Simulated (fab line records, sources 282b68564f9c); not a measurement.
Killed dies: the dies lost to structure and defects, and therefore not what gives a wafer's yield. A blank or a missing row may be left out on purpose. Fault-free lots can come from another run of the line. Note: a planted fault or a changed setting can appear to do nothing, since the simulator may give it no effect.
Which tool is to blame? ; flow rit-cmos ; Sampling: 14 lots, 42 wafers, 2 of 202 route steps

## WHAT THE GAUGES SHOWED, per wafer
RIT_GATE_CD_MEAS_90 targets a cd of 150 nm. Usual: cd-nm reads 149.6 nm (standard deviation 2.2).
lot;measured;on;cd-nm (nm);flag
L372;day 2 21:49;cd-sem-01;154.0 154.6 152.0;
L374;day 3 05:19;cd-sem-01;150.9 149.3 149.1;
L375;day 3 10:23;cd-sem-01;150.4 149.7 151.6;
L376;day 3 16:36;cd-sem-02;147.7 147.7 147.3;
L377;day 3 19:44;cd-sem-01;151.7 151.2 148.4;
L378;day 3 23:41;cd-sem-02;148.6 150.0 149.6;
L379;day 4 05:14;cd-sem-01;146.5 148.0 147.0;
L380;day 4 11:09;cd-sem-01;150.6 150.0 149.0;
L381;day 4 16:05;cd-sem-01;149.8 148.2 147.9;
L386;day 5 17:19;cd-sem-01;150.0 150.4 150.4;
L389;day 6 08:43;cd-sem-01;- - -;OFF
L390;day 6 13:28;cd-sem-01;- - -;OFF
L393;day 7 03:08;cd-sem-02;146.7 146.1 146.4;
L394;day 7 07:58;cd-sem-01;145.2 148.2 148.0;

## WHAT TOOL EACH LOT RAN ON (gives the tool, then ch and the chambers of the sampled wafers, and finally the start)
lot;RIT_GATE_ETCH_19
L372;rie-si-01 ch 0,1,3, day 2 21:31
L374;rie-si-01 ch 2,3, day 3 05:01
L375;rie-si-02 ch 0,2,3, day 3 10:05
L376;rie-si-01 ch 0,3, day 3 16:16
L377;rie-si-02 ch 0,2,3, day 3 19:26
L378;rie-si-01 ch 0,2,3, day 3 23:24
L379;rie-si-01 ch 1,2,3, day 4 04:57
L380;rie-si-02 ch 0,1,3, day 4 10:52
L381;rie-si-01 ch 0,1, day 4 15:48
L386;rie-si-02 ch 1,3, day 5 17:02
L389;rie-si-01 ch 0,1, day 6 08:24
L390;rie-si-02 ch 1,2, day 6 13:06
L393;rie-si-01 ch 0,2, day 7 02:49
L394;rie-si-02 ch 0,3, day 7 07:40
- RIT_GATE_ETCH_19: etches poly-Si in SF6/CHF3/O2, stops on SiO2, time 165 s, target depth 312.5 nm.

## WHAT THE TOOLS THEMSELVES READ (means of the sampled wafers that have a number; where no wafer has one, the mark that the record gives instead)
RIT_GATE_ETCH_19. Usual: CHF3_flow_sccm 30.00 sccm, standard deviation 0.082; O2_flow_sccm 5.000 sccm, standard deviation 0.016; drypump-motor-current-A 5.96 A, standard deviation 0.28; oes-product-au 0.856 a.u., standard deviation 0.014; throttle-valve-pct 10.20 %, standard deviation 0.075.
lot;tool;CHF3_flow_sccm (sccm);O2_flow_sccm (sccm);drypump-motor-current-A (A);oes-product-au (a.u.);throttle-valve-pct (%);flag
L372;rie-si-01;30.04;4.992;5.78;0.868;10.14;
L374;rie-si-01;29.96;4.995;6.13;0.849;10.18;
L375;rie-si-02;30.00;4.999;6.10;0.874;10.18;
L376;rie-si-01;29.93;4.990;5.89;0.868;10.12;
L377;rie-si-02;30.04;5.009;6.09;0.861;10.18;
L378;rie-si-01;29.99;4.999;5.97;0.846;10.18;
L379;rie-si-01;30.04;5.010;5.87;0.842;10.20;
L380;rie-si-02;29.99;5.011;6.18;0.858;10.21;
L381;rie-si-01;30.02;5.007;5.63;0.874;10.15;
L386;rie-si-02;30.00;5.008;6.15;0.846;10.26;
L389;rie-si-01;-;-;-;-;-;OFF
L390;rie-si-02;-;-;-;-;-;OFF
L393;rie-si-01;30.04;5.020;5.82;0.857;10.18;
L394;rie-si-02;30.00;4.994;6.30;0.861;10.20;

## THE ANSWER, worked out from the rows above alone
Rule: take the mean of a lot's wafers that have a number; if it is more than 3 standard deviations from the usual mean, the lot is off. A lot without any number at a reading at which 4 lots or more have one is off too. Where the step has rows for the other lots, those lots are counted as sound. After the gauges, taken in route order, come the tools' own readings; for these a lot's mean is taken, as printed above. The first step at which some lot is off is used, and at that step the reading that is off furthest; a lot without a number counts as furthest.
Off: L389, L390, at RIT_GATE_CD_MEAS_90 (cd-nm). Without a number there: L389, L390.
A tool fits if, at a process step before that reading, it ran every lot that is off, and no sound lot after the first of them. The gauges at RIT_GATE_CD_MEAS_90 aren't tried: what is off there is off at RIT_GATE_ETCH_19 too, on other tools, and a gauge's error can't cause that. No candidate that was tried fits.

## WHAT THE SIMULATOR PUT IN
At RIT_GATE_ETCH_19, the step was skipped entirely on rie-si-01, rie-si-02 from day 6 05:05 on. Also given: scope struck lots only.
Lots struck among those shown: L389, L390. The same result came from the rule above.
